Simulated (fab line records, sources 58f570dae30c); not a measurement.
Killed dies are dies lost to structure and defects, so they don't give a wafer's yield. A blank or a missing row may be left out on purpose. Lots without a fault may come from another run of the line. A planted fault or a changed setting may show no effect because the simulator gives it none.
fab line records | flow berkeley_cmos170
record lots=5 wafers=23
route steps=331 shown SILICIDE@211 CONTACT@220 M1@244 V1@256 M2@272
start_h: hours from the record's first day to the start of the lot's first wafer shown | wait_h: hours since the lot's step before | " the same as in the row above | L1.1+2: a row that stands for several wafers | - no value, or no start given | * or withheld: withheld | < > ~ a bound
route shown NAME@n: a module of which the file shows steps, and the number in the route of the first | usual: mean/standard deviation of fault-free wafers | same: alike in all rows | chamber/n: place in a boat | sites: the reading at each site | _std_site: their standard deviation | _edge_site: outer sites' mean less inner sites' | radius_mm: how far each site lies from the wafer's centre | mask NAME#n: copy n | behind: the tool/chamber that last shaped the wafer | hold: why the lot was held/for how many hours/how that ended | device: the transistor (n, p or np) that didn't switch | end of line: the same wafers' tests at the end of the route | a step without rows: its recipe alone | killed: dies lost to structure and defects at the first sort, not the wafer's yield | map: a wafer's dies, x killed, . not, _ none there
set.NAME: the setting as run; set.NAME@STEP: as run at that earlier step | model.NAME: the simulator's own value behind a step, which no gauge read
lots whose settings were changed on purpose; a table a step, a row a wafer
## steps
# step UCB170_SILICIDE_SPUTTER_01
# recipe material=Ti target_thk_nm=30 time_s=25 power_w=1500 chamber_pressure_pa=0.5
# columns lot.wafer tool chamber start_h wait_h set.power_w model.Ti_of_SILICIDE_SPUTTER_01.thk_nm
L077.1 pvd_sputter-01 - 182.57 0.0 1500 30.2
L077.4 " - " " 1500 30.15
L077.6 " - " " 1500 30.14
L076.2+6 pvd_sputter-03 - 183.20 0.0 1500 29.54
L076.3 " - " " 1578 31.42
L076.4 " - " " 1578 31.4
L076.5 " - " " 1500 29.56
L080.1 pvd_sputter-03 - 210.19 0.0 1602 31.78
L080.3 " - " " 1602 31.79
L080.4 " - " " 1500 29.56
L080.5 " - " " 1500 29.63
L080.6 " - " " 1500 29.46
L079.1 pvd_sputter-01 - 210.60 0.0 1443 29.25
L079.2 " - " " 1500 30.17
L079.4 " - " " 1443 29.17
L079.5 " - " " 1500 30.04
L079.6 " - " " 1500 30.5
L082.1+2 pvd_sputter-03 - 223.33 0.0 1500 30.03
L082.3 " - " " 1500 29.78
L082.4 " - " " 1500 29.93
L082.6 " - " " 1500 29.8
# step UCB170_SILICIDE_RS_MEAS_02
# recipe thk_meas_gauge=four-point-probe reads=Ti_of_SILICIDE_SPUTTER_01
# usual SILICIDE_TI_RS=26.2/0.32
# columns lot.wafer tool chamber start_h wait_h set.power_w@SILICIDE_SPUTTER_01 SILICIDE_TI_RS[ohm/sq]
L077.1 film_metro-03 - 182.66 0.1 1500 26.0
L077.4 " - " " 1500 26.1
L077.6 " - " " 1500 26.0
L076.2 film_metro-04 - 183.25 0.0 1500 26.6
L076.3 " - " " 1578 24.7
L076.4 " - " " 1578 24.8
L076.5 " - " " 1500 26.6
L076.6 " - " " 1500 26.6
L080.1 film_metro-04 - 210.22 0.0 1602 24.4
L080.3 " - " " 1602 24.4
L080.4 " - " " 1500 26.6
L080.5 " - " " 1500 26.4
L080.6 " - " " 1500 26.6
L079.1 film_metro-03 - 210.63 0.0 1443 26.9
L079.2 " - " " 1500 25.9
L079.4 " - " " 1443 27.0
L079.5 " - " " 1500 26.1
L079.6 " - " " 1500 25.6
L082.1 film_metro-04 - 223.36 0.0 1500 26.1
L082.2 " - " " 1500 26.1
L082.3 " - " " 1500 26.4
L082.4 " - " " 1500 26.2
L082.6 " - " " 1500 26.4
# step UCB170_SILICIDE_THK_MEAS_03
# recipe thk_meas_gauge=xrf reads=Ti_of_SILICIDE_SPUTTER_01
# usual SILICIDE_TI_THK=30.1/0.32
# columns lot.wafer tool chamber start_h wait_h set.power_w@SILICIDE_SPUTTER_01 SILICIDE_TI_THK[nm]
L077.1 film_metro-03 - 182.78 0.1 1500 30.4
L077.4 " - " " 1500 30.5
L077.6 " - " " 1500 30.4
L076.2 film_metro-04 - 183.36 0.1 1500 29.8
L076.3 " - " " 1578 31.6
L076.4 " - " " 1578 31.7
L076.5 " - " " 1500 29.8
L076.6 " - " " 1500 29.8
L080.1 film_metro-04 - 210.34 0.1 1602 32.2
L080.3 " - " " 1602 32.1
L080.4 " - " " 1500 29.6
L080.5 " - " " 1500 29.8
L080.6 " - " " 1500 29.7
L079.1 film_metro-03 - 210.75 0.1 1443 29.2
L079.2 " - " " 1500 30.3
L079.4 " - " " 1443 29.2
L079.5 " - " " 1500 30.1
L079.6 " - " " 1500 30.5
L082.1 film_metro-04 - 223.48 0.1 1500 30.1
L082.2 " - " " 1500 30.0
L082.3 " - " " 1500 30.0
L082.4 " - " " 1500 30.1
L082.6 " - " " 1500 30.0
# step UCB170_CONTACT_COAT_04
# recipe resist=KrF spin_rpm=1500 resist_thk_nm=900
# columns lot.wafer tool chamber start_h wait_h set.spin_rpm model.KrF_of_CONTACT_COAT_04.thk_nm
L077.1 litho_track-01 0 185.39 0.1 1500 901.1
L077.4 " 0 " " 1500 901.9
L077.6 " 0 " " 1500 899.9
L076.2 litho_track-02 0 186.75 0.1 1500 900.9
L076.3 " 0 " " 1500 901.7
L076.4 " 0 " " 1500 903.1
L076.5 " 0 " " 1500 901.1
L076.6 " 0 " " 1500 903.8
L080.1 litho_track-03 0 212.70 0.1 1500 903
L080.3 " 0 " " 1500 900.9
L080.4 " 0 " " 1500 897.8
L080.5 " 0 " " 1500 902.3
L080.6 " 0 " " 1500 900.1
L079.1 litho_track-02 0 214.16 0.1 1500 903.5
L079.2 " 0 " " 1500 899.3
L079.4 " 0 " " 1416 931.3
L079.5 " 0 " " 1500 902.8
L079.6 " 0 " " 1416 929
L082.1 litho_track-01 0 226.14 0.1 1539 890.9
L082.2 " 0 " " 1500 900.7
L082.3 " 0 " " 1500 901.2
L082.4 " 0 " " 1539 892.7
L082.6 " 0 " " 1539 893
# step UCB170_CONTACT_SOFTBAKE_05
# recipe resist=KrF temp_c=130 time_s=60
# step UCB170_CONTACT_STRIP_06
# recipe chemistry=O2 power_w=400 pressure_mtorr=3500 platen_temp_c=withheld o2_flow_sccm=400 overash_fraction=0.5
# usual strip_time_to_endpoint_s=21.99/0.054
# columns lot.wafer tool chamber start_h wait_h set.spin_rpm@CONTACT_COAT_04 strip_time_to_endpoint_s
L077.1 plasma_asher-01 0 185.69 0.1 1500 22.00
L077.4 " 0 " " 1500 22.01
L077.6 " 0 " " 1500 21.96
L076.2 plasma_asher-04 0 187.02 0.1 1500 22.00
L076.3 " 1 " " 1500 22.00
L076.4 " 0 " " 1500 22.03
L076.5 " 0 " " 1500 22.00
L076.6 " 1 " " 1500 22.06
L080.1 plasma_asher-04 1 213.00 0.1 1500 22.04
L080.3 " 0 " " 1500 22.00
L080.4 " 1 " " 1500 21.92
L080.5 " 0 " " 1500 22.03
L080.6 " 1 " " 1500 21.96
L079.1 plasma_asher-04 1 214.46 0.1 1500 22.05
L079.2 " 0 " " 1500 21.95
L079.4 " 1 " " 1416 22.71
L079.5 " 0 " " 1500 22.03
L079.6 " 1 " " 1416 22.66
L082.1 plasma_asher-03 1 226.44 0.1 1539 21.75
L082.2 " 0 " " 1500 21.98
L082.3 " 1 " " 1500 21.98
L082.4 " 0 " " 1539 21.80
L082.6 " 1 " " 1539 21.81
# step UCB170_M1_EXPOSE_06
# recipe mask_id=METAL1 target_cd_nm=700 na=0.5 sigma_outer=0.6 source_shape=conventional dose_mj=21
# columns lot.wafer tool chamber start_h wait_h mask set.dose_mj
L077.1+4+6 krf_scanner-02 0 188.60 - METAL1#0 21
L076.2+5 krf_scanner-02 0 190.08 - METAL1#0 21
L076.3+4+6 " 0 " " METAL1#0 22.11
L080.1+5 krf_scanner-01 0 215.89 - METAL1#0 20.1
L080.3+4+6 " 0 " " METAL1#0 21
L079.1+5+6 krf_scanner-02 0 217.80 - METAL1#0 21
L079.2+4 " 0 " " METAL1#0 20.11
L082.1+2+3 krf_scanner-02 0 229.72 - METAL1#0 21
L082.4+6 " 0 " " METAL1#0 21.66
# step UCB170_M1_PEB_07
# recipe peb_temp_c=130 peb_time_s=withheld resist=KrF
# columns lot.wafer tool chamber start_h wait_h set.peb_temp_c
L077.1+4+6 litho_track-02 0 188.72 0.1 130
L076.2+3+4+5+6 litho_track-01 0 190.20 0.1 130
L080.1+3+4 litho_track-04 0 216.33 0.4 126.5
L080.5+6 " 0 " " 130
L079.1+6 litho_track-02 0 217.95 0.1 130
L079.2+4+5 " 0 " " 128.5
L082.1+2+3+4+6 litho_track-04 0 230.05 0.3 130
# step UCB170_M1_DEVELOP_08
# recipe developer=TMAH develop_time_s=45 resist=KrF dev_temp_c=21
# step UCB170_M1_CD_MEAS_09
# recipe target_cd_nm=700
# usual cd_nm=700.2/1.4
# columns lot.wafer tool chamber start_h wait_h set.dose_mj@M1_EXPOSE_06 set.peb_temp_c@M1_PEB_07 cd_nm
L077.1 cd_sem-01 - 189.05 - 21 130 701.4
L077.4 " - " " 21 130 700.0
L077.6 " - " " 21 130 700.6
L076.2 cd_sem-02 - 190.47 - 21 130 700.3
L076.3 " - " " 22.11 130 689.6
L076.4 " - " " 22.11 130 689.9
L076.5 " - " " 21 130 699.5
L076.6 " - " " 22.11 130 690.4
L080.1 cd_sem-01 - 216.60 - 20.1 126.5 735.7
L080.3 " - " " 21 126.5 729.4
L080.4 " - " " 21 126.5 728.3
L080.5 " - " " 20.1 130 710.1
L080.6 " - " " 21 130 701.0
L079.1 cd_sem-01 - 218.23 - 21 130 697.8
L079.2 " - " " 20.11 128.5 716.7
L079.4 " - " " 20.11 128.5 716.7
L079.5 " - " " 21 128.5 708.3
L079.6 " - " " 21 130 698.3
L082.1 cd_sem-01 - 230.38 - 21 130 699.2
L082.2 " - " " 21 130 699.5
L082.3 " - " " 21 130 699.5
L082.4 " - " " 21.66 130 693.6
L082.6 " - " " 21.66 130 693.3
# step UCB170_M1_ETCH_11
# recipe chemistry=N2/H2 target_depth_a=withheld overetch_a=withheld target=BARC time_s=withheld source_w=500 bias_w=100 pressure_mtorr=30 n2_flow_sccm=100 h2_flow_sccm=200
# columns lot.wafer tool chamber start_h wait_h set.bias_w set.dose_mj@M1_EXPOSE_06 set.peb_temp_c@M1_PEB_07 model.M1.cd_nm
L077.1 rie_diel-03 3 189.21 0.0 100 21 130 701.8
L077.4 " 1 " " 100 21 130 699.4
L077.6 " 3 " " 100 21 130 701.3
L076.2 rie_diel-02 0 190.61 0.0 108.9 21 130 700.3
L076.3 " 3 " " 108.9 22.11 130 689.1
L076.4 " 0 " " 108.9 22.11 130 689.7
L076.5 " 1 " " 100 21 130 698.6
L076.6 " 3 " " 100 22.11 130 689.6
L080.1 rie_diel-04 3 216.76 0.0 111.7 20.1 126.5 735.5
L080.3 " 2 " " 100 21 126.5 728.7
L080.4 " 1 " " 100 21 126.5 727.7
L080.5 " 2 " " 111.7 20.1 130 709.9
L080.6 " 3 " " 111.7 21 130 700.6
L079.1+6 rie_diel-03 3 218.38 0.0 100 21 130 698.6
L079.2 " 1 " " 111.1 20.11 128.5 715.7
L079.4 " 2 " " 100 20.11 128.5 716.7
L079.5 " 1 " " 111.1 21 128.5 707.4
L082.1 rie_diel-03 2 230.53 0.0 94.16 21 130 699.2
L082.2 " 1 " " 100 21 130 698.7
L082.3 " 3 " " 94.16 21 130 699.6
L082.4 " 1 " " 100 21.66 130 693.3
L082.6 " 3 " " 94.16 21.66 130 693.7
# step UCB170_M1_METAL_ETCH_12
# recipe chemistry=Cl2/BCl3 target=Al stop_on=PSG pressure_mtorr=12 target_depth_a=7800 over_etch_frac=0.3 time_s=130 icp_w=600 bias_w=120 Cl2_flow_sccm=90 bcl3_flow_sccm=45
# columns lot.wafer tool chamber start_h wait_h set.dose_mj@M1_EXPOSE_06 set.peb_temp_c@M1_PEB_07 model.M1.cd_nm
L077.1 rie_metal-01 1 189.25 - 21 130 702.7
L077.4 " 1 " " 21 130 701.6
L077.6 " 1 " " 21 130 703.5
L076.2 rie_metal-01 1 190.69 - 21 130 699.1
L076.3 " 1 " " 22.11 130 688.1
L076.4 " 1 " " 22.11 130 689.9
L076.5 " 1 " " 21 130 698.4
L076.6 " 1 " " 22.11 130 687.7
L080.1 rie_metal-03 0 216.80 - 20.1 126.5 735.5
L080.3 " 1 " " 21 126.5 730.6
L080.4 " 0 " " 21 126.5 728.1
L080.5 " 0 " " 20.1 130 710.2
L080.6 " 1 " " 21 130 699
L079.1 rie_metal-04 0 218.43 - 21 130 697.2
L079.2 " 1 " " 20.11 128.5 716.8
L079.4 " 0 " " 20.11 128.5 714.2
L079.5 " 1 " " 21 128.5 707.7
L079.6 " 0 " " 21 130 696.8
L082.1 rie_metal-04 0 230.57 - 21 130 697.9
L082.2 " 1 " " 21 130 698.7
L082.3 " 0 " " 21 130 698.9
L082.4 " 1 " " 21.66 130 692.2
L082.6 " 0 " " 21.66 130 692.5
# step UCB170_M1_STRIP_13
# recipe chemistry=O2 power_w=400 pressure_mtorr=3500 platen_temp_c=withheld o2_flow_sccm=400 overash_fraction=0.5
# step UCB170_M1_CD_MEAS_90
# recipe target_cd_nm=700
# usual cd_nm=700.4/2.4
# columns lot.wafer tool chamber start_h wait_h set.dose_mj@M1_EXPOSE_06 set.peb_temp_c@M1_PEB_07 cd_nm
L077.1 cd_sem-02 - 189.61 0.1 21 130 702.9
L077.4 " - " " 21 130 701.6
L077.6 " - " " 21 130 703.3
L076.2 cd_sem-02 - 191.04 0.1 21 130 699.4
L076.3 " - " " 22.11 130 688.3
L076.4 " - " " 22.11 130 690.3
L076.5 " - " " 21 130 698.6
L076.6 " - " " 22.11 130 687.9
L080.1 cd_sem-02 - 217.03 0.1 20.1 126.5 735.4
L080.3 " - " " 21 126.5 730.5
L080.4 " - " " 21 126.5 728.1
L080.5 " - " " 20.1 130 710.0
L080.6 " - " " 21 130 698.8
L079.1 cd_sem-02 - 218.66 0.1 21 130 696.7
L079.2 " - " " 20.11 128.5 716.6
L079.4 " - " " 20.11 128.5 714.1
L079.5 " - " " 21 128.5 707.8
L079.6 " - " " 21 130 696.9
L082.1 cd_sem-01 - 230.84 0.1 21 130 697.6
L082.2 " - " " 21 130 698.7
L082.3 " - " " 21 130 699.1
L082.4 " - " " 21.66 130 692.0
L082.6 " - " " 21.66 130 692.6
# step UCB170_V1_CMP_02
# recipe material=SiO2 down_force_psi=6 platen_rpm=60 pad_velocity_m_s=0.75398
# columns lot.wafer tool chamber start_h wait_h set.leave_above_ref_nm model.SiO2_of_V1_CVD_00.thk_nm
L077.4 cmp-01 3 192.23 0.3 1000 998.5
L077.1 " 2 " " 1000 1001
L077.6 " 0 " " 1000 1000
L076.4 cmp-01 2 193.57 0.3 925.9 927.4
L076.3 " 0 " " 1000 1001
L076.2+5 " 1,3 " " 1000 1000
L076.6 " 2 " " 925.9 926.8
L080.4 cmp-02 1 219.19 0.0 1000 1000
L080.1 " 2 " " 1000 999
L080.3 " 3 " " 1059 1058
L080.5+6 " 1,2 " " 1059 1059
L079.4 cmp-01 3 220.52 0.0 1000 999.8
L079.1+5 " 0,3 " " 1000 1001
L079.2 " 1 " " 1000 1002
L079.6 " 0 " " 1000 1000
L082.1 cmp-02 1 232.51 0.1 1000 999.3
L082.2 " 2 " " 1047 1048
L082.4 " 3 " " 1047 1047
L082.3 " 0 " " 1000 999.6
L082.6 " 2 " " 1047 1046
# step UCB170_V1_THK_MEAS_04
# recipe reads=SiO2_of_V1_CVD_00
# usual V1_POLISHED_THK=1000.1/1
# columns lot.wafer tool chamber start_h wait_h set.leave_above_ref_nm@V1_CMP_02 V1_POLISHED_THK[nm]
L077.1 film_metro-04 - 192.65 0.1 1000 1001.6
L077.4 " - " " 1000 998.1
L077.6 " - " " 1000 999.7
L076.2 film_metro-04 - 194.00 0.1 1000 1000.1
L076.3 " - " " 1000 1002.1
L076.4 " - " " 925.9 927.8
L076.5 " - " " 1000 1000.5
L076.6 " - " " 925.9 927.1
L080.1 film_metro-02 - 219.61 0.1 1000 999.1
L080.3 " - " " 1059 1057.7
L080.4 " - " " 1000 1000.6
L080.5 " - " " 1059 1059.1
L080.6 " - " " 1059 1059.5
L079.1 film_metro-02 - 220.96 0.1 1000 999.5
L079.2 " - " " 1000 1002.3
L079.4 " - " " 1000 998.5
L079.5 " - " " 1000 1001.5
L079.6 " - " " 1000 999.1
L082.1 film_metro-02 - 232.93 0.1 1000 999.1
L082.2 " - " " 1047 1047.8
L082.3 " - " " 1000 999.6
L082.4 " - " " 1047 1046.9
L082.6 " - " " 1047 1044.9
# step UCB170_V1_CLEAN_05
# recipe chemistry=DIW
# step UCB170_V1_HMDS_06
# recipe prime_time_s=60 prime_temp_c=100
# step UCB170_V1_ETCH_14
# recipe chemistry=CHF3/CF4/Ar target=SiO2 stop_on=Al CHF3_flow_sccm=45 cf4_flow_sccm=15 Ar_flow_sccm=150 pressure_mtorr=200 rf_w=700 target_depth_a=12500 over_etch_frac=0.25 time_s=291
# columns lot.wafer tool chamber start_h wait_h set.leave_above_ref_nm@V1_CMP_02 model.etch.depth_nm model.V1.feature_depth_nm
L077.1 rie_diel-04 0 194.11 0.0 1000 1001 1001
L077.4 " 1 " " 1000 998.5 998.6
L077.6 " 0 " " 1000 1000 1000
L076.2+5 rie_diel-04 3,2 195.59 0.0 1000 1000 1000
L076.3 " 2 " " 1000 1001 1002
L076.4 " 3 " " 925.9 927.4 927.4
L076.6 " 1 " " 925.9 926.8 926.9
L080.1 rie_diel-04 0 223.60 0.0 1000 999 999
L080.3 " 3 " " 1059 1058 1058
L080.4 " 1 " " 1000 1000 1000
L080.5+6 " 1,2 " " 1059 1059 1059
L079.1+5 rie_diel-01 3,2 223.88 0.0 1000 1001 1001
L079.2 " 0 " " 1000 1002 1002
L079.4 " 2 " " 1000 999.8 999.8
L079.6 " 3 " " 1000 1000 1001
L082.1 rie_diel-01 3 234.76 0.0 1000 999.3 999.6
L082.2 " 2 " " 1047 1048 1048
L082.3 " 1 " " 1000 999.6 999.7
L082.4 " 0 " " 1047 1047 1047
L082.6 " 3 " " 1047 1046 1046
# step UCB170_M2_SPUTTER_01
# recipe material=Al target_thk_nm=900 time_s=120 power_w=6000 chamber_pressure_pa=0.5
# columns lot.wafer tool chamber start_h wait_h set.chamber_pressure_pa model.Al_of_M2_SPUTTER_01.thk_nm
L077.1 pvd_sputter-02 - 194.57 0.0 0.5 915.1
L077.4 " - " " 0.5 902.4
L077.6 " - " " 0.5 926.6
L076.2 pvd_sputter-04 - 196.10 0.0 0.4554 933.2
L076.3 " - " " 0.4554 927.5
L076.4 " - " " 0.4554 929.7
L076.5 " - " " 0.4554 932
L076.6 " - " " 0.4554 927.2
L080.1 pvd_sputter-04 - 224.07 0.0 0.5722 887
L080.3 " - " " 0.5722 889.9
L080.4 " - " " 0.5722 874.2
L080.5 " - " " 0.5722 884.6
L080.6 " - " " 0.5722 884.1
L079.1 pvd_sputter-01 - 224.34 0.0 0.443 937.1
L079.2 " - " " 0.443 943.4
L079.4 " - " " 0.443 942.1
L079.5 " - " " 0.443 945.5
L079.6 " - " " 0.443 944.7
L082.1 pvd_sputter-01 - 235.22 0.0 0.5311 879.8
L082.2 " - " " 0.5311 866.7
L082.3 " - " " 0.5311 872.7
L082.4 " - " " 0.5311 870.6
L082.6 " - " " 0.5311 871.1
## key
split step=UCB170_SILICIDE_SPUTTER_01 setting=power_w stated=1500 by=wafer
response step=UCB170_SILICIDE_SPUTTER_01 reading=model.Ti_of_SILICIDE_SPUTTER_01.thk_nm change=+0.329 per=1% r=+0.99
response step=UCB170_SILICIDE_RS_MEAS_02 reading=SILICIDE_TI_RS change=-0.325 per=1% r=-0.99
response step=UCB170_SILICIDE_THK_MEAS_03 reading=SILICIDE_TI_THK change=+0.347 per=1% r=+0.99
split step=UCB170_CONTACT_COAT_04 setting=spin_rpm stated=1500 by=wafer
response step=UCB170_CONTACT_COAT_04 reading=model.KrF_of_CONTACT_COAT_04.thk_nm change=-4.75 per=1% r=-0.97
response step=UCB170_CONTACT_STRIP_06 reading=strip_time_to_endpoint_s change=* per=1% r=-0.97
split step=UCB170_M1_EXPOSE_06 setting=dose_mj stated=21 by=wafer
response step=UCB170_M1_CD_MEAS_09 reading=cd_nm slope=-1.85 per=1% together_with=peb_temp_c@M1_PEB_07 explained=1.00
response step=UCB170_M1_ETCH_11 reading=model.M1.cd_nm slope=-1.83 per=1% together_with=peb_temp_c@M1_PEB_07 explained=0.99
response step=UCB170_M1_METAL_ETCH_12 reading=model.M1.cd_nm slope=-1.86 per=1% together_with=peb_temp_c@M1_PEB_07 explained=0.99
response step=UCB170_M1_CD_MEAS_90 reading=cd_nm slope=-1.85 per=1% together_with=peb_temp_c@M1_PEB_07 explained=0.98
split step=UCB170_M1_PEB_07 setting=peb_temp_c stated=130 by=wafer
response step=UCB170_M1_CD_MEAS_09 reading=cd_nm change=-10.2 per=1% r=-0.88
response step=UCB170_M1_ETCH_11 reading=model.M1.cd_nm change=-9.96 per=1% r=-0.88
response step=UCB170_M1_METAL_ETCH_12 reading=model.M1.cd_nm change=-10.6 per=1% r=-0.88
response step=UCB170_M1_CD_MEAS_90 reading=cd_nm change=-10.6 per=1% r=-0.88
split step=UCB170_M1_ETCH_11 setting=bias_w stated=100 by=wafer
response none clear
split step=UCB170_V1_CMP_02 setting=leave_above_ref_nm stated=1000 by=wafer
response step=UCB170_V1_CMP_02 reading=model.SiO2_of_V1_CVD_00.thk_nm change=+9.97 per=1% r=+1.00
response step=UCB170_V1_THK_MEAS_04 reading=V1_POLISHED_THK change=+9.96 per=1% r=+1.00
response step=UCB170_V1_ETCH_14 reading=model.etch.depth_nm change=+9.97 per=1% r=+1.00
response step=UCB170_V1_ETCH_14 reading=model.V1.feature_depth_nm change=+9.98 per=1% r=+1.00
split step=UCB170_M2_SPUTTER_01 setting=chamber_pressure_pa stated=0.5 by=lot
response step=UCB170_M2_SPUTTER_01 reading=model.Al_of_M2_SPUTTER_01.thk_nm change=-2.54 per=1% r=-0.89
